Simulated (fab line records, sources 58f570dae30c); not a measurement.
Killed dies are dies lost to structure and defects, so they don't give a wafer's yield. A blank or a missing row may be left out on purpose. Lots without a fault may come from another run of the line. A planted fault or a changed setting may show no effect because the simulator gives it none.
Which tool did it? | flow berkeley_cmos170 | 14 lots, 42 wafers sampled, at 3 steps of a route of 331

WHAT THE GAUGES READ, wafer by wafer
UCB170_WELLDRIVE_THK_MEAS_02.
lot  | measured    | on            | WELLDRIVE_OXIDE_THK (nm)
L657 | day 4 00:14 | film_metro-03 | 203 205 199
L658 | day 4 06:58 | film_metro-03 | 195 197 197
L659 | day 4 13:22 | film_metro-02 | 194 189 193
L662 | day 4 21:55 | film_metro-03 | 205 203 207
L663 | day 4 21:54 | film_metro-01 | 201 204 202
L664 | day 5 12:24 | film_metro-01 | 205 206 202
L666 | day 5 20:01 | film_metro-02 | 193 194 191
L667 | day 6 04:26 | film_metro-03 | 123 130 126
L668 | day 6 04:26 | film_metro-02 | 120 116 116
L670 | day 6 17:39 | film_metro-03 | 206 206 203
L675 | day 8 02:59 | film_metro-01 | 200 203 201
L676 | day 8 11:43 | film_metro-03 | 199 198 202
L678 | day 8 20:42 | film_metro-02 | 202 202 202
L679 | day 8 20:42 | film_metro-01 | 207 205 206

UCB170_SDANNEAL_RS_MEAS_02: measures by four-point-probe.
lot  | measured     | on            | PSD_RS (ohm/sq)
L657 | day 8 07:31  | film_metro-03 | 75.77 75.89 76.10
L658 | day 8 16:52  | film_metro-02 | 75.60 75.51 75.61
L659 | day 8 17:16  | film_metro-03 | 76.01 75.67 75.85
L662 | day 9 10:59  | film_metro-02 | 75.54 75.68 75.32
L663 | day 9 10:28  | film_metro-03 | 75.26 75.33 75.32
L664 | day 9 20:26  | film_metro-03 | 75.20 75.32 75.37
L666 | day 10 10:29 | film_metro-02 | 75.66 75.85 75.59
L667 | day 10 09:40 | film_metro-02 | 75.32 75.90 75.97
L668 | day 10 10:08 | film_metro-04 | 75.68 75.79 75.72
L670 | day 10 21:23 | film_metro-04 | 75.09 75.11 75.44
L675 | day 12 02:50 | film_metro-04 | 75.59 75.54 75.31
L676 | day 12 13:09 | film_metro-03 | 75.33 75.82 75.41
L678 | day 13 08:23 | film_metro-03 | 75.41 75.63 75.86
L679 | day 13 08:23 | film_metro-02 | 75.78 75.48 75.70

WHICH TOOL RAN EACH LOT (tool, then ch and the chambers of the sampled wafers, then the start)
lot  | UCB170_WELLDRIVE_OXIDATION_01
L657 | furnace-04 ch 0, day 3 20:44
L658 | furnace-02 ch 0, day 4 03:27
L659 | furnace-02 ch 0, day 4 09:52
L662 | furnace-01 ch 0, day 4 18:22
L663 | furnace-01 ch 0, day 4 18:22
L664 | furnace-04 ch 0, day 5 08:53
L666 | furnace-02 ch 0, day 5 16:31
L667 | furnace-01 ch 0, day 6 00:56
L668 | furnace-01 ch 0, day 6 00:56
L670 | furnace-04 ch 0, day 6 14:08
L675 | furnace-04 ch 0, day 7 23:29
L676 | furnace-02 ch 0, day 8 08:13
L678 | furnace-04 ch 0, day 8 17:12
L679 | furnace-04 ch 0, day 8 17:12
- UCB170_WELLDRIVE_OXIDATION_01: target thk 199 nm, ox time 9000 s.

WHAT THE TOOLS THEMSELVES READ (means of the sampled wafers that have a number; where no wafer has one, the mark that the record gives instead)
UCB170_WELLDRIVE_OXIDATION_01.
lot  | tool       | zone_power_load_pct (%)
L657 | furnace-04 | 49
L658 | furnace-02 | 37
L659 | furnace-02 | 37
L662 | furnace-01 | 40
L663 | furnace-01 | 40
L664 | furnace-04 | 49
L666 | furnace-02 | 36
L667 | furnace-01 | 40
L668 | furnace-01 | 40
L670 | furnace-04 | 49
L675 | furnace-04 | 49
L676 | furnace-02 | 37
L678 | furnace-04 | 49
L679 | furnace-04 | 49

THE ANSWER, worked out from the rows above alone
Rule: what is usual is taken from the lots themselves. Put in order of their means at a reading, lots are off if they are a third of the lots or fewer, leave a main group of 4 or more, and stand apart from it by a gap of 3 or more times the standard deviation of the main group's means; of several such gaps the widest counts. A main group whose means are all the same, to the digits that the tables above print for the reading, isn't used. A lot without any number at a reading at which 4 lots or more have one is off too. The other lots that the step has rows for count as sound. The gauges are gone through in route order, then the tools' own readings, and for those a lot's mean is taken as printed above. The first step at which some lot is off is used, and at that step the reading that is off furthest; a lot without a number counts as furthest.
Off: L667, L668, at UCB170_WELLDRIVE_THK_MEAS_02 (WELLDRIVE_OXIDE_THK). The main group: mean 201 nm, standard deviation 4.5.
A tool fits if, at a process step before that reading, it ran every lot that is off, and no sound lot after the first of them. The gauges at UCB170_WELLDRIVE_THK_MEAS_02 are tried like those tools. One fits: furnace-01 at UCB170_WELLDRIVE_OXIDATION_01. Its last sound lot is L662 (day 4 18:22), its first lot that is off L667 (day 6 00:56): a fault that began between those two fits.

WHAT THE SIMULATOR HAD PUT IN
Process parameter drift: furnace-01, from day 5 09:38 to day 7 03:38, at UCB170_WELLDRIVE_OXIDATION_01. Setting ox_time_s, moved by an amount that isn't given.
Lots struck among those shown: L667, L668. The rule above found the same.
